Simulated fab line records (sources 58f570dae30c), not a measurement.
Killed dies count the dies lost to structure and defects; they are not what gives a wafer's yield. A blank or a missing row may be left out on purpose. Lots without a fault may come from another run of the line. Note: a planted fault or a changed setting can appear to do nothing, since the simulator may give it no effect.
Which of the tools did it?	flow berkeley_cmos170	14 lots with 42 wafers sampled at 5 steps, on a route of 331 steps

== WHAT THE GAUGES READ, wafer by wafer ==
UCB170_SCREENOX_THK_MEAS_02.
lot	measured	on	SCREENOX_OXIDE_THK (nm)
L485	day 6 02:47	film_metro-04	14.35 14.25 14.31
L486	day 6 02:40	film_metro-04	14.04 14.11 14.01
L487	day 6 02:44	film_metro-04	14.43 14.00 14.24
L488	day 6 02:37	film_metro-04	14.27 14.34 14.16
L489	day 6 13:37	film_metro-02	14.05 13.79 13.88
L491	day 6 23:07	film_metro-02	14.03 13.96 14.01
L490	day 6 23:03	film_metro-02	13.50 13.57 13.38
L493	day 6 23:04	film_metro-04	14.15 14.27 14.01
L494	day 7 10:01	film_metro-04	14.04 14.02 13.89
L495	day 7 10:04	film_metro-04	13.90 13.75 14.20
L496	day 8 02:40	film_metro-02	14.19 14.28 13.98
L501	day 8 12:33	film_metro-04	14.02 14.09 14.24
L502	day 8 12:37	film_metro-02	14.52 14.35 14.41
L508	day 10 07:25	film_metro-03	14.28 14.33 14.27

UCB170_GATE_THK_MEAS_02.
lot	measured	on	GATE_OXIDE_THK (nm)
L485	day 6 15:16	film_metro-04	6.34 6.32 6.26
L486	day 6 15:19	film_metro-04	6.72 6.67 6.81
L487	day 6 15:20	film_metro-02	6.49 6.63 6.56
L488	day 6 15:16	film_metro-02	6.44 6.58 6.60
L489	day 7 04:47	film_metro-02	6.49 6.40 6.57
L491	day 7 10:46	film_metro-01	6.62 6.53 6.44
L490	day 7 10:41	film_metro-04	6.49 6.63 6.56
L493	day 7 10:43	film_metro-01	6.39 6.40 6.39
L494	day 8 01:04	film_metro-02	8.88 8.85 8.82
L495	day 8 01:03	film_metro-01	8.82 8.83 8.80
L496	day 8 13:33	film_metro-02	8.80 8.84 9.05
L501	day 9 01:54	film_metro-04	6.56 6.52 6.56
L502	day 9 06:05	film_metro-04	6.59 6.60 6.61
L508	day 10 19:02	film_metro-01	6.84 6.86 6.78

UCB170_PLDD_CD_MEAS_06: target cd 1200 nm.
lot	measured	on	cd_nm (nm)
L485	day 7 02:52	cd_sem-01	1199.4 1199.2 1198.9
L486	day 7 03:06	cd_sem-02	1198.7 1197.7 1197.4
L487	day 7 02:20	cd_sem-01	1199.6 1199.9 1198.6
L488	day 7 02:37	cd_sem-02	1198.6 1198.5 1199.1
L489	day 7 13:29	cd_sem-01	1199.0 1199.1 1199.8
L491	day 7 19:44	cd_sem-01	1199.4 1199.2 1197.3
L490	day 7 19:28	cd_sem-02	1198.7 1199.0 1200.1
L493	day 7 19:13	cd_sem-01	1200.1 1199.7 1200.0
L494	day 8 13:16	cd_sem-02	1198.6 1199.2 1200.2
L495	day 8 13:31	cd_sem-02	1200.7 1202.4 1201.8
L496	day 8 22:22	cd_sem-01	1199.7 1200.6 1200.9
L501	day 9 08:12	cd_sem-02	1199.3 1198.2 1198.6
L502	day 9 15:28	cd_sem-02	1200.6 1199.4 1201.1
L508	day 11 05:59	cd_sem-02	1199.1 1199.1 1198.8

== WHICH TOOL RAN EACH LOT (tool, then ch and the chambers of the sampled wafers, then the start) ==
lot	UCB170_ZERO_STRIP_07	UCB170_GATE_OXIDATION_01
L485	plasma_asher-04 ch 0,1, day 1 23:10	furnace-02 ch 0, day 6 13:45
L486	plasma_asher-04 ch 0,1, day 2 03:52	furnace-02 ch 0, day 6 13:45
L487	plasma_asher-04 ch 0,1, day 2 06:43	furnace-02 ch 0, day 6 13:45
L488	plasma_asher-03 ch 0,1, day 2 10:41	furnace-02 ch 0, day 6 13:45
L489	plasma_asher-04 ch 0,1, day 2 15:54	furnace-02 ch 0, day 7 03:16
L491	plasma_asher-04 ch 0,1, day 3 00:14	furnace-04 ch 0, day 7 09:11
L490	plasma_asher-03 ch 0,1, day 3 00:24	furnace-04 ch 0, day 7 09:11
L493	plasma_asher-03 ch 0,1, day 3 09:51	furnace-04 ch 0, day 7 09:11
L494	plasma_asher-03 ch 0,1, day 3 16:46	furnace-04 ch 0, day 7 23:32
L495	plasma_asher-02 ch 0,1, day 3 22:10	furnace-04 ch 0, day 7 23:32
L496	plasma_asher-03 ch 0,1, day 4 05:39	furnace-04 ch 0, day 8 12:03
L501	plasma_asher-03 ch 0,1, day 5 02:14	furnace-02 ch 0, day 9 00:23
L502	plasma_asher-02 ch 0,1, day 5 05:53	furnace-02 ch 0, day 9 04:34
L508	plasma_asher-03 ch 0,1, day 6 11:03	furnace-02 ch 0, day 10 17:32
- UCB170_ZERO_STRIP_07: strips in O2.
- UCB170_GATE_OXIDATION_01: target thk 6.6 nm, ox time 1800 s.

== AS READ BY THE TOOLS THEMSELVES (means over the sampled wafers that have a number; for cases with no such wafer, the mark the record gives instead) ==
UCB170_ZERO_STRIP_07.
lot	tool	drypump_motor_current_A (A)	oes_product_au (a.u.)	strip_time_to_endpoint_s (s)
L485	plasma_asher-04	6.2	0.729	21.35
L486	plasma_asher-04	5.9	0.722	21.51
L487	plasma_asher-04	5.9	0.729	21.54
L488	plasma_asher-03	4.9	0.724	21.48
L489	plasma_asher-04	6.2	0.729	21.38
L491	plasma_asher-04	6.2	0.733	21.54
L490	plasma_asher-03	4.9	0.729	21.43
L493	plasma_asher-03	4.9	0.731	21.49
L494	plasma_asher-03	4.9	0.724	21.53
L495	plasma_asher-02	5.8	0.727	21.55
L496	plasma_asher-03	4.9	0.727	21.41
L501	plasma_asher-03	4.9	0.721	21.51
L502	plasma_asher-02	5.9	0.728	21.48
L508	plasma_asher-03	4.9	0.728	21.46

UCB170_GATE_OXIDATION_01.
lot	tool	ox_temp_c (C)	ox_temp_c_max	zone_power_centre_pct (%)
L485	furnace-02	849.7	854.7	35.9
L486	furnace-02	850.1	855.3	36.2
L487	furnace-02	849.7	854.9	35.8
L488	furnace-02	849.8	854.9	35.9
L489	furnace-02	850.3	855.8	35.9
L491	furnace-04	849.7	854.9	41.4
L490	furnace-04	849.6	853.9	40.8
L493	furnace-04	850.1	855.7	40.4
L494	furnace-04	850.2	855.4	41.3
L495	furnace-04	849.7	854.2	41.1
L496	furnace-04	850.2	855.4	41.5
L501	furnace-02	850.3	855.4	35.8
L502	furnace-02	849.5	855.0	36.1
L508	furnace-02	849.6	854.6	36.0

== THE ANSWER, worked out from the rows above alone ==
Rule: usual is defined by the lots themselves. Put in order of their means at a reading, lots are off if they are a third of the lots or fewer, leave a main group of 4 or more, and stand apart from it by a gap of 3 or more times the standard deviation of the main group's means; of several such gaps the widest counts. The tables above print the reading to a certain number of digits; a main group whose means all agree to those digits is not used. A lot without any number at a reading at which 4 lots or more have one is off too. All remaining lots with rows at the step are treated as sound. Order of review: gauges by route order, followed by the tools' own readings, for which a lot's mean as printed above is used. At the first step where some lot is off, the reading lying furthest off is the one used; lots without a number count as furthest.
Off: L494, L495, L496, seen at UCB170_GATE_THK_MEAS_02 (GATE_OXIDE_THK). For the main group the mean is 6.55 nm and the standard deviation 0.14.
If a tool, at a process step before that reading, ran all the lots that are off and no sound lot after the first of them, it fits. Those tools and the gauges at UCB170_GATE_THK_MEAS_02 are tried in the same way. One fits: UCB170_GATE_OXIDATION_01 on furnace-04. A fault onset in the window from L490 (day 7 09:11, its last sound lot) to L494 (day 7 23:32, its first lot off) fits.

== WHAT THE SIMULATOR PUT IN ==
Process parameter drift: furnace-04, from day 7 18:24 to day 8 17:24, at UCB170_GATE_OXIDATION_01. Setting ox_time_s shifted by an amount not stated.
Lots struck among those shown: L494, L495, L496. The rule above reached the same finding.
